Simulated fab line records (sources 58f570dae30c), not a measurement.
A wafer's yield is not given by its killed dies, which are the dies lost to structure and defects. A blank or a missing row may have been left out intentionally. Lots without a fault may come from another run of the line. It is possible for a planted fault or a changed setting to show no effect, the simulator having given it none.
A struck lot beside a sound one + flow berkeley-cmos170 + 23 out of 331 route steps
Sound: these wafers, L337.1, L337.2, L337.4. Struck: wafers L346.2, L346.3, L346.6. At the end, the cause is stated.
Per side, at each step with rows, come the tool, then ch with its chambers, and then its first start. Under that, the readings that differ: sound wafers + struck wafers + difference of the means + sigmas: that difference in standard deviations of wafers without a fault.
alike: words and numbers the same on both sides, and readings whose means are apart by under 2 such deviations; not compared: readings that were withheld, readings missing a value for some wafer, numbers with overlapping values and no deviation given by the record, and bounds like >300 which may hide the same value.
Wherever a step has rows on one side only, a row that says differs or no value, or a row with sigmas, the two part there. Numbers that have no deviation but don't overlap get no sigmas and don't part them. A reading missing from all wafers of one side parts the sides only when that side holds two or more wafers.

UCB170_NWELL_ETCH_13: etches Si3N4 in CH3F/Ar/O2, stops on SiO2, target depth 246.4 nm, time 154 s.
  sound on rie-diel-01 ch 1,2,3, day 3 00:41; struck on rie-diel-04 ch 0,1,3, day 5 03:40
  alike: drypump-motor-current-A, mfc-ar-sccm, oes-product-au, rf-fwd-power-W, throttle-valve-pct
  not compared: rf-hours-counter-h
next, for these wafers, 1 step has no rows: UCB170_NWELL_IMPLANT_14.
UCB170_NWELL_STRIP_15: strips in O2.
  sound on plasma-asher-02 ch 0,1, day 3 00:56; struck on plasma-asher-04 ch 0,1, day 5 03:55
  alike: drypump-motor-current-A, o2-flow-sccm, oes-product-au, strip-time-to-endpoint-s
  not compared: rf-hours-counter-h
UCB170_NWELL_TW_MEAS_16:
  sound on film-metro-02, day 3 01:02; struck on film-metro-02, day 5 04:02
  alike: NWELL_TW
then, 6 steps without rows for these wafers: UCB170_NWELL_CLEAN_17 (cleans in SPM, time 600 s); UCB170_NWELL_WET_ETCH_18 (etches Si3N4 in H3PO4, time 14400 s); UCB170_NWELL_WET_ETCH_19 (etches SiO2 in BOE, time 22 s); UCB170_PWELL_CLEAN_00 (cleans in SPM, time 600 s); UCB170_PWELL_CLEAN_01 (cleans in dHF, time 60 s); UCB170_PWELL_OXIDATION_02 (target thk 26.4 nm, ox time 1260 s).
UCB170_PWELL_THK_MEAS_03:
  sound on film-metro-04, day 3 09:52; struck on film-metro-04, day 5 13:44
  alike: PWELL_OXIDE_THK
then, 1 step without rows for these wafers: UCB170_PWELL_ANNEAL_04 (time 900 s).
UCB170_PWELL_CVD_05: deposits Si3N4 from SiH2Cl2/NH3, target thk 220 nm, time 3300 s.
  sound on lpcvd-02 ch 0, day 3 13:38; struck on lpcvd-01 ch 1, day 5 19:03
| reading                                 | sound             | struck            | difference | sigmas |
|-----------------------------------------|-------------------|-------------------|------------|--------|
| spike-tc-source-C (C)                   | 823.4 824.8 823.4 | 819.9 820.3 819.5 | -4.0       | -2     |
| model.Si3N4_of_PWELL_CVD_05.thk-nm (nm) | 222.5 222.7 221.9 | 369.6 370.6 369.2 | +147.4     |        |
  alike: spike-tc-centre-C
UCB170_PWELL_THK_MEAS_06:
  sound on film-metro-04, day 3 15:33; struck on film-metro-01, day 5 21:56
| reading                | sound             | struck            | difference | sigmas |
|------------------------|-------------------|-------------------|------------|--------|
| PWELL_NITRIDE_THK (nm) | 222.4 222.8 222.1 | 369.5 370.6 369.3 | +147.4     | +82    |
then, 6 steps without rows for these wafers: UCB170_PWELL_HMDS_07 (prime time 60 s); UCB170_PWELL_COAT_08 (resist thk 890.8 nm); UCB170_PWELL_SOFTBAKE_09 (time 60 s); UCB170_PWELL_EXPOSE_10 (exposes mask PWELL, target cd 3000 nm); UCB170_PWELL_PEB_11; UCB170_PWELL_DEVELOP_12 (develop time 45 s).
UCB170_PWELL_OVL_MEAS_13:
  sound on overlay-01, day 3 16:27; struck on overlay-02, day 5 23:02
  alike: PWELL_OVL
UCB170_PWELL_ETCH_14: etches Si3N4 in CH3F/Ar/O2, stops on SiO2, target depth 242 nm, time 151 s.
  sound on rie-diel-03 ch 1,2,3, day 3 16:29; struck on rie-diel-02 ch 0,3, day 5 23:04
| reading                  | sound             | struck            | difference | sigmas |
|--------------------------|-------------------|-------------------|------------|--------|
| oes-product-au (a.u.)    | 0.938 0.949 0.953 | 1.030 1.030 1.020 | +0.080     | +6     |
| model.etch.depth-nm (nm) | 222.5 222.7 221.9 | 245.3 244.3 243.2 | +21.9      |        |
  alike: drypump-motor-current-A, mfc-ar-sccm, rf-fwd-power-W, throttle-valve-pct
  not compared: rf-hours-counter-h
next, for these wafers, 1 step has no rows: UCB170_PWELL_IMPLANT_15.

WHERE THEY PART
Last at UCB170_PWELL_ETCH_14 as far as this record goes, first at UCB170_PWELL_CVD_05.

WHY: what had been put in by the simulator
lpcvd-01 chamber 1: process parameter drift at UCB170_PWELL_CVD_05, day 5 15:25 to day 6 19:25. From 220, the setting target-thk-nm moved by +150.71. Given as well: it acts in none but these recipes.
